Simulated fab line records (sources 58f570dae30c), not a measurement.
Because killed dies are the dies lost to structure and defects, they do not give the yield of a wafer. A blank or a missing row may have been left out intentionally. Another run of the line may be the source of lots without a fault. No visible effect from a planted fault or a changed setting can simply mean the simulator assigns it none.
fab line records / flow berkeleyCmos170
record lots=15 wafers=45 lastDay=13
route steps=331 shown ACTIVE@70 SPACER@174 M1@240 M2@286
lots that met no fault: taken from a fault-free run of the same line
startH: the number of hours between the record's first day and the start of the first shown wafer of the lot / waitH: how many hours have passed since the lot's step before this one / " identical to the entry in the row above / L1.1+2: one row covering several wafers at once / - value missing, or start not given / * or withheld: withheld / < > ~ a bound
route shown NAME@n: a module of which the file shows steps, and the number in the route of the first / usual: mean/standard deviation of fault-free wafers / same: alike in all rows / chamber/n: place in a boat / sites: readings site by site / _std_site: how widely they spread, as a standard deviation / _edge_site: mean of outer sites minus mean of inner sites / radiusMm: for every site, how far away it sits from the centre of the wafer / mask NAME#n: copy n / behind: the tool/chamber that last shaped the wafer / hold: reason for holding the lot/hours on hold/outcome of the hold / device: which transistor (n, p or np) failed to switch / end of line: at the end of the route, the tests of the same wafers / a step given without rows: its recipe and nothing more / killed: not the wafer's yield, but the dies lost to structure and defects at the first sort / map: per-die view of a wafer (x killed, . not killed, _ where there is no die)
set.NAME: the setting the step ran with; set.NAME@STEP: the setting that earlier step ran with / model.NAME: the simulator's own value behind a step, which no gauge read
route steps across a sampled set of lots; one table per step, one row per wafer
services: the hour from which a tool's chamber was out of use, counted from the record's first day as startH (under 0 if before that day), plus the number of hours and why
## steps
# step UCB170_ACTIVE_EXPOSE_10
# recipe maskId=ACTIVE targetCdNm=1200 na=0.5 sigmaOuter=0.6 sourceShape=conventional doseMj=20
# usual exposureDoseMJCm2=19.997/0.019 focusOffsetNm=0.0/0.55
lot.wafer=L706.1 tool=krfScanner-02 chamber=0 startH=101.34 waitH=0.2 mask=ACTIVE#0 exposureDoseMJCm2=19.993 focusOffsetNm=0.1
lot.wafer=L706.2 tool=krfScanner-02 chamber=0 startH=101.34 waitH=0.2 mask=ACTIVE#0 exposureDoseMJCm2=19.968 focusOffsetNm=-0.2
lot.wafer=L706.3 tool=krfScanner-02 chamber=0 startH=101.34 waitH=0.2 mask=ACTIVE#0 exposureDoseMJCm2=20.001 focusOffsetNm=0.0
lot.wafer=L707.1 tool=krfScanner-02 chamber=0 startH=101.52 waitH=0.1 mask=ACTIVE#0 exposureDoseMJCm2=19.994 focusOffsetNm=-0.2
lot.wafer=L707.4 tool=krfScanner-02 chamber=0 startH=101.52 waitH=0.1 mask=ACTIVE#0 exposureDoseMJCm2=19.994 focusOffsetNm=0.4
lot.wafer=L707.5 tool=krfScanner-02 chamber=0 startH=101.52 waitH=0.1 mask=ACTIVE#0 exposureDoseMJCm2=19.999 focusOffsetNm=0.4
lot.wafer=L709.3 tool=krfScanner-02 chamber=- startH=113.72 waitH=0.2 mask=ACTIVE#0 exposureDoseMJCm2=- focusOffsetNm=-
lot.wafer=L709.4 tool=krfScanner-02 chamber=- startH=113.72 waitH=0.2 mask=ACTIVE#0 exposureDoseMJCm2=- focusOffsetNm=-
lot.wafer=L709.6 tool=krfScanner-02 chamber=- startH=113.72 waitH=0.2 mask=ACTIVE#0 exposureDoseMJCm2=- focusOffsetNm=-
lot.wafer=L710.2 tool=krfScanner-02 chamber=- startH=113.82 waitH=0.3 mask=ACTIVE#0 exposureDoseMJCm2=- focusOffsetNm=-
lot.wafer=L710.4 tool=krfScanner-02 chamber=- startH=113.82 waitH=0.3 mask=ACTIVE#0 exposureDoseMJCm2=- focusOffsetNm=-
lot.wafer=L710.6 tool=krfScanner-02 chamber=- startH=113.82 waitH=0.3 mask=ACTIVE#0 exposureDoseMJCm2=- focusOffsetNm=-
lot.wafer=L712.4 tool=krfScanner-02 chamber=- startH=121.90 waitH=0.1 mask=ACTIVE#0 exposureDoseMJCm2=- focusOffsetNm=-
lot.wafer=L712.5 tool=krfScanner-02 chamber=- startH=121.90 waitH=0.1 mask=ACTIVE#0 exposureDoseMJCm2=- focusOffsetNm=-
lot.wafer=L712.6 tool=krfScanner-02 chamber=- startH=121.90 waitH=0.1 mask=ACTIVE#0 exposureDoseMJCm2=- focusOffsetNm=-
lot.wafer=L711.1 tool=krfScanner-01 chamber=0 startH=122.08 waitH=0.4 mask=ACTIVE#0 exposureDoseMJCm2=20.022 focusOffsetNm=-0.6
lot.wafer=L711.2 tool=krfScanner-01 chamber=0 startH=122.08 waitH=0.4 mask=ACTIVE#0 exposureDoseMJCm2=20.018 focusOffsetNm=0.3
lot.wafer=L711.4 tool=krfScanner-01 chamber=0 startH=122.08 waitH=0.4 mask=ACTIVE#0 exposureDoseMJCm2=20.012 focusOffsetNm=0.5
lot.wafer=L713.2 tool=krfScanner-02 chamber=0 startH=133.12 waitH=0.2 mask=ACTIVE#0 exposureDoseMJCm2=20.014 focusOffsetNm=0.2
lot.wafer=L713.3 tool=krfScanner-02 chamber=0 startH=133.12 waitH=0.2 mask=ACTIVE#0 exposureDoseMJCm2=20.020 focusOffsetNm=0.2
lot.wafer=L713.4 tool=krfScanner-02 chamber=0 startH=133.12 waitH=0.2 mask=ACTIVE#0 exposureDoseMJCm2=19.970 focusOffsetNm=-0.6
lot.wafer=L718.1 tool=krfScanner-01 chamber=0 startH=155.67 waitH=0.2 mask=ACTIVE#0 exposureDoseMJCm2=20.014 focusOffsetNm=-0.5
lot.wafer=L718.4 tool=krfScanner-01 chamber=0 startH=155.67 waitH=0.2 mask=ACTIVE#0 exposureDoseMJCm2=19.994 focusOffsetNm=-1.2
lot.wafer=L718.6 tool=krfScanner-01 chamber=0 startH=155.67 waitH=0.2 mask=ACTIVE#0 exposureDoseMJCm2=20.000 focusOffsetNm=0.3
lot.wafer=L719.1 tool=krfScanner-01 chamber=0 startH=182.00 waitH=0.2 mask=ACTIVE#0 exposureDoseMJCm2=19.974 focusOffsetNm=0.5
lot.wafer=L719.2 tool=krfScanner-01 chamber=0 startH=182.00 waitH=0.2 mask=ACTIVE#0 exposureDoseMJCm2=19.981 focusOffsetNm=-0.3
lot.wafer=L719.6 tool=krfScanner-01 chamber=0 startH=182.00 waitH=0.2 mask=ACTIVE#0 exposureDoseMJCm2=20.000 focusOffsetNm=0.2
lot.wafer=L720.2 tool=krfScanner-01 chamber=0 startH=182.26 waitH=0.4 mask=ACTIVE#0 exposureDoseMJCm2=20.008 focusOffsetNm=0.2
lot.wafer=L720.5 tool=krfScanner-01 chamber=0 startH=182.26 waitH=0.4 mask=ACTIVE#0 exposureDoseMJCm2=19.986 focusOffsetNm=-0.6
lot.wafer=L720.6 tool=krfScanner-01 chamber=0 startH=182.26 waitH=0.4 mask=ACTIVE#0 exposureDoseMJCm2=20.002 focusOffsetNm=0.2
lot.wafer=L722.2 tool=krfScanner-02 chamber=0 startH=196.51 waitH=0.2 mask=ACTIVE#0 exposureDoseMJCm2=19.986 focusOffsetNm=1.7
lot.wafer=L722.3 tool=krfScanner-02 chamber=0 startH=196.51 waitH=0.2 mask=ACTIVE#0 exposureDoseMJCm2=19.985 focusOffsetNm=0.8
lot.wafer=L722.5 tool=krfScanner-02 chamber=0 startH=196.51 waitH=0.2 mask=ACTIVE#0 exposureDoseMJCm2=19.983 focusOffsetNm=0.4
lot.wafer=L725.1 tool=krfScanner-02 chamber=0 startH=197.07 waitH=0.5 mask=ACTIVE#0 exposureDoseMJCm2=20.021 focusOffsetNm=1.1
lot.wafer=L725.2 tool=krfScanner-02 chamber=0 startH=197.07 waitH=0.5 mask=ACTIVE#0 exposureDoseMJCm2=19.989 focusOffsetNm=0.8
lot.wafer=L725.5 tool=krfScanner-02 chamber=0 startH=197.07 waitH=0.5 mask=ACTIVE#0 exposureDoseMJCm2=20.042 focusOffsetNm=0.5
lot.wafer=L724.1 tool=krfScanner-02 chamber=0 startH=197.19 waitH=0.5 mask=ACTIVE#0 exposureDoseMJCm2=20.002 focusOffsetNm=-0.5
lot.wafer=L724.3 tool=krfScanner-02 chamber=0 startH=197.19 waitH=0.5 mask=ACTIVE#0 exposureDoseMJCm2=19.999 focusOffsetNm=-0.5
lot.wafer=L724.4 tool=krfScanner-02 chamber=0 startH=197.19 waitH=0.5 mask=ACTIVE#0 exposureDoseMJCm2=19.999 focusOffsetNm=0.2
lot.wafer=L727.2 tool=krfScanner-01 chamber=0 startH=203.84 waitH=0.2 mask=ACTIVE#0 exposureDoseMJCm2=20.019 focusOffsetNm=-0.4
lot.wafer=L727.3 tool=krfScanner-01 chamber=0 startH=203.84 waitH=0.2 mask=ACTIVE#0 exposureDoseMJCm2=20.005 focusOffsetNm=0.2
lot.wafer=L727.6 tool=krfScanner-01 chamber=0 startH=203.84 waitH=0.2 mask=ACTIVE#0 exposureDoseMJCm2=20.019 focusOffsetNm=0.5
lot.wafer=L728.2 tool=krfScanner-01 chamber=0 startH=204.25 waitH=0.2 mask=ACTIVE#0 exposureDoseMJCm2=20.005 focusOffsetNm=-0.5
lot.wafer=L728.4 tool=krfScanner-01 chamber=0 startH=204.25 waitH=0.2 mask=ACTIVE#0 exposureDoseMJCm2=19.992 focusOffsetNm=0.3
lot.wafer=L728.6 tool=krfScanner-01 chamber=0 startH=204.25 waitH=0.2 mask=ACTIVE#0 exposureDoseMJCm2=20.002 focusOffsetNm=0.3
# step UCB170_SPACER_ETCHBACK_03
# recipe stopOn=Si target=SiO2 chemistry=CHF3/CF4/Ar CHF3_flow_sccm=50 cf4FlowSccm=10 Ar_flow_sccm=120 pressureMtorr=200 rfW=500 targetDepthA=3760 timeS=100
# usual CHF3_flow_sccm=49.99/0.13 drypumpMotorCurrentA=5.6/0.5 oesProductAu=0.900/0.019 rfFwdPowerW=497.0/1.6 throttleValvePct=6.47/0.12
# same timeS=100
lot.wafer=L706.1 tool=rieDiel-03 chamber=3 startH=178.20 waitH=0.0 CHF3_flow_sccm=49.80 drypumpMotorCurrentA=6.4 oesProductAu=0.892 rfFwdPowerW=496.9 rfHoursCounterH=46 throttleValvePct=6.48
lot.wafer=L706.2 tool=rieDiel-03 chamber=0 startH=178.20 waitH=0.0 CHF3_flow_sccm=50.01 drypumpMotorCurrentA=6.0 oesProductAu=0.895 rfFwdPowerW=497.1 rfHoursCounterH=56 throttleValvePct=6.49
lot.wafer=L706.3 tool=rieDiel-03 chamber=1 startH=178.20 waitH=0.0 CHF3_flow_sccm=49.82 drypumpMotorCurrentA=5.2 oesProductAu=0.907 rfFwdPowerW=496.3 rfHoursCounterH=78 throttleValvePct=6.38
lot.wafer=L707.1 tool=rieDiel-02 chamber=0 startH=178.20 waitH=0.0 CHF3_flow_sccm=50.10 drypumpMotorCurrentA=5.1 oesProductAu=0.866 rfFwdPowerW=498.7 rfHoursCounterH=8 throttleValvePct=6.56
lot.wafer=L707.4 tool=rieDiel-02 chamber=1 startH=178.20 waitH=0.0 CHF3_flow_sccm=49.82 drypumpMotorCurrentA=5.6 oesProductAu=0.916 rfFwdPowerW=497.8 rfHoursCounterH=81 throttleValvePct=6.63
lot.wafer=L707.5 tool=rieDiel-02 chamber=3 startH=178.20 waitH=0.0 CHF3_flow_sccm=49.99 drypumpMotorCurrentA=5.6 oesProductAu=0.896 rfFwdPowerW=497.1 rfHoursCounterH=- throttleValvePct=6.26
lot.wafer=L711.1 tool=rieDiel-01 chamber=0 startH=194.83 waitH=0.0 CHF3_flow_sccm=49.97 drypumpMotorCurrentA=5.4 oesProductAu=0.926 rfFwdPowerW=498.0 rfHoursCounterH=13 throttleValvePct=6.38
lot.wafer=L711.2 tool=rieDiel-01 chamber=1 startH=194.83 waitH=0.0 CHF3_flow_sccm=49.82 drypumpMotorCurrentA=6.4 oesProductAu=0.862 rfFwdPowerW=495.2 rfHoursCounterH=23 throttleValvePct=6.29
lot.wafer=L711.4 tool=rieDiel-01 chamber=2 startH=194.83 waitH=0.0 CHF3_flow_sccm=50.05 drypumpMotorCurrentA=4.7 oesProductAu=0.901 rfFwdPowerW=499.4 rfHoursCounterH=76 throttleValvePct=6.51
lot.wafer=L713.2 tool=rieDiel-03 chamber=1 startH=209.87 waitH=0.0 CHF3_flow_sccm=50.20 drypumpMotorCurrentA=5.2 oesProductAu=0.899 rfFwdPowerW=498.5 rfHoursCounterH=80 throttleValvePct=6.39
lot.wafer=L713.3 tool=rieDiel-03 chamber=0 startH=209.87 waitH=0.0 CHF3_flow_sccm=50.11 drypumpMotorCurrentA=6.0 oesProductAu=0.903 rfFwdPowerW=496.8 rfHoursCounterH=58 throttleValvePct=6.49
lot.wafer=L713.4 tool=rieDiel-03 chamber=2 startH=209.87 waitH=0.0 CHF3_flow_sccm=50.19 drypumpMotorCurrentA=5.3 oesProductAu=0.931 rfFwdPowerW=496.1 rfHoursCounterH=145 throttleValvePct=6.68
lot.wafer=L718.1 tool=rieDiel-02 chamber=2 startH=229.22 waitH=0.0 CHF3_flow_sccm=50.11 drypumpMotorCurrentA=5.2 oesProductAu=0.899 rfFwdPowerW=496.5 rfHoursCounterH=6 throttleValvePct=6.35
lot.wafer=L718.4 tool=rieDiel-02 chamber=0 startH=229.22 waitH=0.0 CHF3_flow_sccm=49.97 drypumpMotorCurrentA=5.1 oesProductAu=0.886 rfFwdPowerW=497.8 rfHoursCounterH=- throttleValvePct=6.56
lot.wafer=L718.6 tool=rieDiel-02 chamber=1 startH=229.22 waitH=0.0 CHF3_flow_sccm=49.87 drypumpMotorCurrentA=5.6 oesProductAu=0.932 rfFwdPowerW=498.3 rfHoursCounterH=- throttleValvePct=6.62
lot.wafer=L719.1 tool=rieDiel-03 chamber=1 startH=239.15 waitH=0.0 CHF3_flow_sccm=50.20 drypumpMotorCurrentA=5.2 oesProductAu=0.911 rfFwdPowerW=497.3 rfHoursCounterH=81 throttleValvePct=6.39
lot.wafer=L719.2 tool=rieDiel-03 chamber=0 startH=239.15 waitH=0.0 CHF3_flow_sccm=50.01 drypumpMotorCurrentA=6.0 oesProductAu=0.903 rfFwdPowerW=498.4 rfHoursCounterH=59 throttleValvePct=6.49
lot.wafer=L719.6 tool=rieDiel-03 chamber=3 startH=239.15 waitH=0.0 CHF3_flow_sccm=49.95 drypumpMotorCurrentA=6.5 oesProductAu=0.908 rfFwdPowerW=497.5 rfHoursCounterH=- throttleValvePct=6.49
lot.wafer=L720.2 tool=rieDiel-01 chamber=0 startH=239.15 waitH=0.0 CHF3_flow_sccm=49.89 drypumpMotorCurrentA=5.4 oesProductAu=0.923 rfFwdPowerW=496.4 rfHoursCounterH=14 throttleValvePct=6.36
lot.wafer=L720.5 tool=rieDiel-01 chamber=1 startH=239.15 waitH=0.0 CHF3_flow_sccm=49.96 drypumpMotorCurrentA=6.4 oesProductAu=0.871 rfFwdPowerW=498.7 rfHoursCounterH=- throttleValvePct=6.27
lot.wafer=L720.6 tool=rieDiel-01 chamber=2 startH=239.15 waitH=0.0 CHF3_flow_sccm=49.83 drypumpMotorCurrentA=4.7 oesProductAu=0.906 rfFwdPowerW=500.1 rfHoursCounterH=- throttleValvePct=6.51
lot.wafer=L722.2 tool=rieDiel-02 chamber=2 startH=264.32 waitH=0.0 CHF3_flow_sccm=49.95 drypumpMotorCurrentA=5.3 oesProductAu=0.891 rfFwdPowerW=496.1 rfHoursCounterH=8 throttleValvePct=6.35
lot.wafer=L722.3 tool=rieDiel-02 chamber=3 startH=264.32 waitH=0.0 CHF3_flow_sccm=50.15 drypumpMotorCurrentA=5.6 oesProductAu=0.890 rfFwdPowerW=495.4 rfHoursCounterH=15 throttleValvePct=6.25
lot.wafer=L722.5 tool=rieDiel-02 chamber=3 startH=264.32 waitH=0.0 CHF3_flow_sccm=49.88 drypumpMotorCurrentA=5.6 oesProductAu=0.896 rfFwdPowerW=495.1 rfHoursCounterH=- throttleValvePct=6.26
lot.wafer=L724.1 tool=rieDiel-01 chamber=1 startH=264.32 waitH=0.0 CHF3_flow_sccm=50.28 drypumpMotorCurrentA=6.4 oesProductAu=0.868 rfFwdPowerW=498.1 rfHoursCounterH=26 throttleValvePct=6.28
lot.wafer=L724.3 tool=rieDiel-01 chamber=2 startH=264.32 waitH=0.0 CHF3_flow_sccm=50.08 drypumpMotorCurrentA=4.7 oesProductAu=0.880 rfFwdPowerW=501.2 rfHoursCounterH=80 throttleValvePct=6.51
lot.wafer=L724.4 tool=rieDiel-01 chamber=3 startH=264.32 waitH=0.0 CHF3_flow_sccm=50.03 drypumpMotorCurrentA=5.7 oesProductAu=0.885 rfFwdPowerW=496.9 rfHoursCounterH=129 throttleValvePct=6.57
lot.wafer=L725.1 tool=rieDiel-03 chamber=2 startH=264.32 waitH=0.0 CHF3_flow_sccm=49.67 drypumpMotorCurrentA=5.3 oesProductAu=0.891 rfFwdPowerW=495.0 rfHoursCounterH=2 throttleValvePct=6.67
lot.wafer=L725.2 tool=rieDiel-03 chamber=1 startH=264.32 waitH=0.0 CHF3_flow_sccm=49.90 drypumpMotorCurrentA=5.2 oesProductAu=0.924 rfFwdPowerW=496.1 rfHoursCounterH=83 throttleValvePct=6.40
lot.wafer=L725.5 tool=rieDiel-03 chamber=1 startH=264.32 waitH=0.0 CHF3_flow_sccm=50.07 drypumpMotorCurrentA=5.2 oesProductAu=0.947 rfFwdPowerW=496.4 rfHoursCounterH=- throttleValvePct=6.39
lot.wafer=L727.2 tool=rieDiel-03 chamber=3 startH=264.39 waitH=0.1 CHF3_flow_sccm=49.81 drypumpMotorCurrentA=6.4 oesProductAu=0.909 rfFwdPowerW=496.1 rfHoursCounterH=51 throttleValvePct=6.49
lot.wafer=L727.3 tool=rieDiel-03 chamber=1 startH=264.39 waitH=0.1 CHF3_flow_sccm=49.82 drypumpMotorCurrentA=5.2 oesProductAu=0.934 rfFwdPowerW=494.8 rfHoursCounterH=83 throttleValvePct=6.38
lot.wafer=L727.6 tool=rieDiel-03 chamber=1 startH=264.39 waitH=0.1 CHF3_flow_sccm=49.84 drypumpMotorCurrentA=5.2 oesProductAu=0.941 rfFwdPowerW=495.9 rfHoursCounterH=- throttleValvePct=6.39
lot.wafer=L728.2 tool=rieDiel-02 chamber=1 startH=271.05 waitH=0.0 CHF3_flow_sccm=50.06 drypumpMotorCurrentA=5.6 oesProductAu=0.902 rfFwdPowerW=500.4 rfHoursCounterH=86 throttleValvePct=6.62
lot.wafer=L728.4 tool=rieDiel-02 chamber=3 startH=271.05 waitH=0.0 CHF3_flow_sccm=49.83 drypumpMotorCurrentA=5.6 oesProductAu=0.890 rfFwdPowerW=497.7 rfHoursCounterH=15 throttleValvePct=6.25
lot.wafer=L728.6 tool=rieDiel-02 chamber=1 startH=271.05 waitH=0.0 CHF3_flow_sccm=50.15 drypumpMotorCurrentA=5.6 oesProductAu=0.916 rfFwdPowerW=499.4 rfHoursCounterH=- throttleValvePct=6.63
# step UCB170_M1_THK_MEAS_02
# recipe thkMeasGauge=xrf reads=Al_of_M1_SPUTTER_00
# usual M1_AL_THK=602/7.6
lot.wafer=L706.1 tool=filmMetro-03 chamber=- startH=188.08 waitH=0.1 M1_AL_THK[nm]=610
lot.wafer=L706.2 tool=filmMetro-03 chamber=- startH=188.08 waitH=0.1 M1_AL_THK[nm]=608
lot.wafer=L706.3 tool=filmMetro-03 chamber=- startH=188.08 waitH=0.1 M1_AL_THK[nm]=609
lot.wafer=L707.1 tool=filmMetro-04 chamber=- startH=188.35 waitH=0.1 M1_AL_THK[nm]=601
lot.wafer=L707.4 tool=filmMetro-04 chamber=- startH=188.35 waitH=0.1 M1_AL_THK[nm]=587
lot.wafer=L707.5 tool=filmMetro-04 chamber=- startH=188.35 waitH=0.1 M1_AL_THK[nm]=607
lot.wafer=L711.1 tool=filmMetro-03 chamber=- startH=209.99 waitH=0.1 M1_AL_THK[nm]=599
lot.wafer=L711.2 tool=filmMetro-03 chamber=- startH=209.99 waitH=0.1 M1_AL_THK[nm]=600
lot.wafer=L711.4 tool=filmMetro-03 chamber=- startH=209.99 waitH=0.1 M1_AL_THK[nm]=599
lot.wafer=L713.2 tool=filmMetro-02 chamber=- startH=222.82 waitH=0.1 M1_AL_THK[nm]=600
lot.wafer=L713.3 tool=filmMetro-02 chamber=- startH=222.82 waitH=0.1 M1_AL_THK[nm]=597
lot.wafer=L713.4 tool=filmMetro-02 chamber=- startH=222.82 waitH=0.1 M1_AL_THK[nm]=597
lot.wafer=L718.1 tool=filmMetro-02 chamber=- startH=247.27 waitH=0.1 M1_AL_THK[nm]=593
lot.wafer=L718.4 tool=filmMetro-02 chamber=- startH=247.27 waitH=0.1 M1_AL_THK[nm]=607
lot.wafer=L718.6 tool=filmMetro-02 chamber=- startH=247.27 waitH=0.1 M1_AL_THK[nm]=597
lot.wafer=L719.1 tool=filmMetro-04 chamber=- startH=254.81 waitH=0.1 M1_AL_THK[nm]=600
lot.wafer=L719.2 tool=filmMetro-04 chamber=- startH=254.81 waitH=0.1 M1_AL_THK[nm]=603
lot.wafer=L719.6 tool=filmMetro-04 chamber=- startH=254.81 waitH=0.1 M1_AL_THK[nm]=599
lot.wafer=L720.2 tool=filmMetro-02 chamber=- startH=254.82 waitH=0.1 M1_AL_THK[nm]=590
lot.wafer=L720.5 tool=filmMetro-02 chamber=- startH=254.82 waitH=0.1 M1_AL_THK[nm]=587
lot.wafer=L720.6 tool=filmMetro-02 chamber=- startH=254.82 waitH=0.1 M1_AL_THK[nm]=591
lot.wafer=L725.1 tool=filmMetro-04 chamber=- startH=278.73 waitH=0.1 M1_AL_THK[nm]=607
lot.wafer=L725.2 tool=filmMetro-04 chamber=- startH=278.73 waitH=0.1 M1_AL_THK[nm]=615
lot.wafer=L725.5 tool=filmMetro-04 chamber=- startH=278.73 waitH=0.1 M1_AL_THK[nm]=600
lot.wafer=L727.2 tool=filmMetro-02 chamber=- startH=282.55 waitH=0.1 M1_AL_THK[nm]=591
lot.wafer=L727.3 tool=filmMetro-02 chamber=- startH=282.55 waitH=0.1 M1_AL_THK[nm]=581
lot.wafer=L727.6 tool=filmMetro-02 chamber=- startH=282.55 waitH=0.1 M1_AL_THK[nm]=582
lot.wafer=L722.2 tool=filmMetro-02 chamber=- startH=282.81 waitH=0.1 M1_AL_THK[nm]=602
lot.wafer=L722.3 tool=filmMetro-02 chamber=- startH=282.81 waitH=0.1 M1_AL_THK[nm]=604
lot.wafer=L722.5 tool=filmMetro-02 chamber=- startH=282.81 waitH=0.1 M1_AL_THK[nm]=610
lot.wafer=L724.1 tool=filmMetro-02 chamber=- startH=283.04 waitH=0.1 M1_AL_THK[nm]=595
lot.wafer=L724.3 tool=filmMetro-02 chamber=- startH=283.04 waitH=0.1 M1_AL_THK[nm]=595
lot.wafer=L724.4 tool=filmMetro-02 chamber=- startH=283.04 waitH=0.1 M1_AL_THK[nm]=588
lot.wafer=L728.2 tool=filmMetro-02 chamber=- startH=283.76 waitH=0.1 M1_AL_THK[nm]=605
lot.wafer=L728.4 tool=filmMetro-02 chamber=- startH=283.76 waitH=0.1 M1_AL_THK[nm]=601
lot.wafer=L728.6 tool=filmMetro-02 chamber=- startH=283.76 waitH=0.1 M1_AL_THK[nm]=598
# step UCB170_M2_CD_MEAS_15
# recipe targetCdNm=700
# usual cdNm=699.7/1.3
lot.wafer=L706.1 tool=cdSem-01 chamber=- startH=201.99 waitH=- cdNm=697.7
lot.wafer=L706.2 tool=cdSem-01 chamber=- startH=201.99 waitH=- cdNm=696.5
lot.wafer=L706.3 tool=cdSem-01 chamber=- startH=201.99 waitH=- cdNm=698.8
lot.wafer=L707.1 tool=cdSem-02 chamber=- startH=202.06 waitH=- cdNm=699.0
lot.wafer=L707.4 tool=cdSem-02 chamber=- startH=202.06 waitH=- cdNm=699.4
lot.wafer=L707.5 tool=cdSem-02 chamber=- startH=202.06 waitH=- cdNm=699.5
lot.wafer=L711.1 tool=cdSem-01 chamber=- startH=220.19 waitH=- cdNm=699.0
lot.wafer=L711.2 tool=cdSem-01 chamber=- startH=220.19 waitH=- cdNm=698.7
lot.wafer=L711.4 tool=cdSem-01 chamber=- startH=220.19 waitH=- cdNm=699.1
lot.wafer=L713.2 tool=cdSem-01 chamber=- startH=229.94 waitH=- cdNm=697.6
lot.wafer=L713.3 tool=cdSem-01 chamber=- startH=229.94 waitH=- cdNm=697.3
lot.wafer=L713.4 tool=cdSem-01 chamber=- startH=229.94 waitH=- cdNm=698.7
lot.wafer=L718.1 tool=cdSem-02 chamber=- startH=258.20 waitH=- cdNm=702.1
lot.wafer=L718.4 tool=cdSem-02 chamber=- startH=258.20 waitH=- cdNm=701.8
lot.wafer=L718.6 tool=cdSem-02 chamber=- startH=258.20 waitH=- cdNm=702.1
lot.wafer=L720.2 tool=cdSem-01 chamber=- startH=262.96 waitH=- cdNm=700.6
lot.wafer=L720.5 tool=cdSem-01 chamber=- startH=262.96 waitH=- cdNm=699.1
lot.wafer=L720.6 tool=cdSem-01 chamber=- startH=262.96 waitH=- cdNm=698.0
lot.wafer=L719.1 tool=cdSem-02 chamber=- startH=264.45 waitH=- cdNm=702.1
lot.wafer=L719.2 tool=cdSem-02 chamber=- startH=264.45 waitH=- cdNm=700.4
lot.wafer=L719.6 tool=cdSem-02 chamber=- startH=264.45 waitH=- cdNm=701.4
lot.wafer=L725.1 tool=cdSem-01 chamber=- startH=286.91 waitH=- cdNm=700.0
lot.wafer=L725.2 tool=cdSem-01 chamber=- startH=286.91 waitH=- cdNm=699.8
lot.wafer=L725.5 tool=cdSem-01 chamber=- startH=286.91 waitH=- cdNm=700.3
lot.wafer=L727.2 tool=cdSem-02 chamber=- startH=292.57 waitH=- cdNm=702.6
lot.wafer=L727.3 tool=cdSem-02 chamber=- startH=292.57 waitH=- cdNm=701.3
lot.wafer=L727.6 tool=cdSem-02 chamber=- startH=292.57 waitH=- cdNm=701.7
lot.wafer=L722.2 tool=cdSem-02 chamber=- startH=292.85 waitH=- cdNm=701.2
lot.wafer=L722.3 tool=cdSem-02 chamber=- startH=292.85 waitH=- cdNm=701.7
lot.wafer=L722.5 tool=cdSem-02 chamber=- startH=292.85 waitH=- cdNm=701.2
lot.wafer=L728.2 tool=cdSem-01 chamber=- startH=298.00 waitH=- cdNm=700.3
lot.wafer=L728.4 tool=cdSem-01 chamber=- startH=298.00 waitH=- cdNm=699.5
lot.wafer=L728.6 tool=cdSem-01 chamber=- startH=298.00 waitH=- cdNm=698.9
lot.wafer=L724.1 tool=cdSem-02 chamber=- startH=298.17 waitH=- cdNm=698.8
lot.wafer=L724.3 tool=cdSem-02 chamber=- startH=298.17 waitH=- cdNm=699.1
lot.wafer=L724.4 tool=cdSem-02 chamber=- startH=298.17 waitH=- cdNm=699.2
## services
tool=krfScanner-02 chamber=- startH=82.75 hours=1.0 kind=pm
tool=rieDiel-02 chamber=0 startH=87.80 hours=4.0 kind=repair
tool=rieDiel-02 chamber=2 startH=93.34 hours=30.8 kind=repair
tool=krfScanner-02 chamber=- startH=98.29 hours=0.8 kind=pm
tool=krfScanner-01 chamber=- startH=102.84 hours=2.9 kind=repair
tool=rieDiel-02 chamber=3 startH=107.29 hours=31.0 kind=repair
tool=krfScanner-02 chamber=- startH=137.13 hours=4.4 kind=pm
tool=rieDiel-03 chamber=2 startH=140.31 hours=9.4 kind=repair
tool=krfScanner-01 chamber=- startH=141.60 hours=1.3 kind=pm
tool=krfScanner-01 chamber=- startH=146.53 hours=4.0 kind=pm
tool=krfScanner-01 chamber=- startH=157.26 hours=8.2 kind=repair
tool=krfScanner-01 chamber=- startH=165.42 hours=3.6 kind=pm
tool=krfScanner-01 chamber=- startH=169.31 hours=1.0 kind=pm
tool=krfScanner-02 chamber=- startH=171.47 hours=12.7 kind=repair
tool=krfScanner-01 chamber=- startH=196.81 hours=5.2 kind=repair
tool=krfScanner-02 chamber=- startH=202.01 hours=1.3 kind=pm
tool=rieDiel-02 chamber=3 startH=206.25 hours=4.4 kind=repair
tool=krfScanner-01 chamber=- startH=207.79 hours=0.8 kind=pm
tool=krfScanner-01 chamber=- startH=227.61 hours=1.2 kind=repair
tool=rieDiel-02 chamber=3 startH=227.62 hours=14.4 kind=repair
tool=krfScanner-02 chamber=- startH=251.75 hours=1.0 kind=pm
tool=rieDiel-03 chamber=0 startH=253.96 hours=12.5 kind=repair
tool=rieDiel-02 chamber=0 startH=255.18 hours=7.7 kind=repair
tool=krfScanner-02 chamber=- startH=267.05 hours=0.8 kind=pm
## key
firstSign step=UCB170_ACTIVE_EXPOSE_10 reading=toolRecord direction=missing
effect none on later readings
metAt UCB170_ACTIVE_EXPOSE_10
struckLots L709,L710,L712
laterRowsLeftOut L709.3,L709.4,L709.6,L710.2,L710.4,L710.6,L712.4,L712.5,L712.6
sortLeftOut L709.3,L709.4,L709.6,L710.2,L710.4,L710.6,L712.4,L712.5,L712.6
testerLeftOut L709,L710,L712
notActingAt UCB170_SPACER_ETCHBACK_03,UCB170_M1_THK_MEAS_02,UCB170_M2_CD_MEAS_15
onsetBetween 101.52 113.72
fault kind=skippedStepWhole tool=krfScanner-02 chamber=- onsetH=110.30 steps=UCB170_ACTIVE_EXPOSE_10 scope=struckLotsOnly
# testerLeftOut: of these lots the tester's yield and bins aren't shown, on N5 and GAA mostly nor the transistor test; their killed dies are dies lost to structure and defects alone, not to doping, threshold or leakage, so they don't give the yield
# sortLeftOut: the simulated sort isn't trusted on such a fault, so these wafers' sort isn't shown, and their yield isn't known
# laterRowsLeftOut: the simulator's readings of these wafers behind a module that went badly wrong aren't trusted and aren't shown, but for the sort
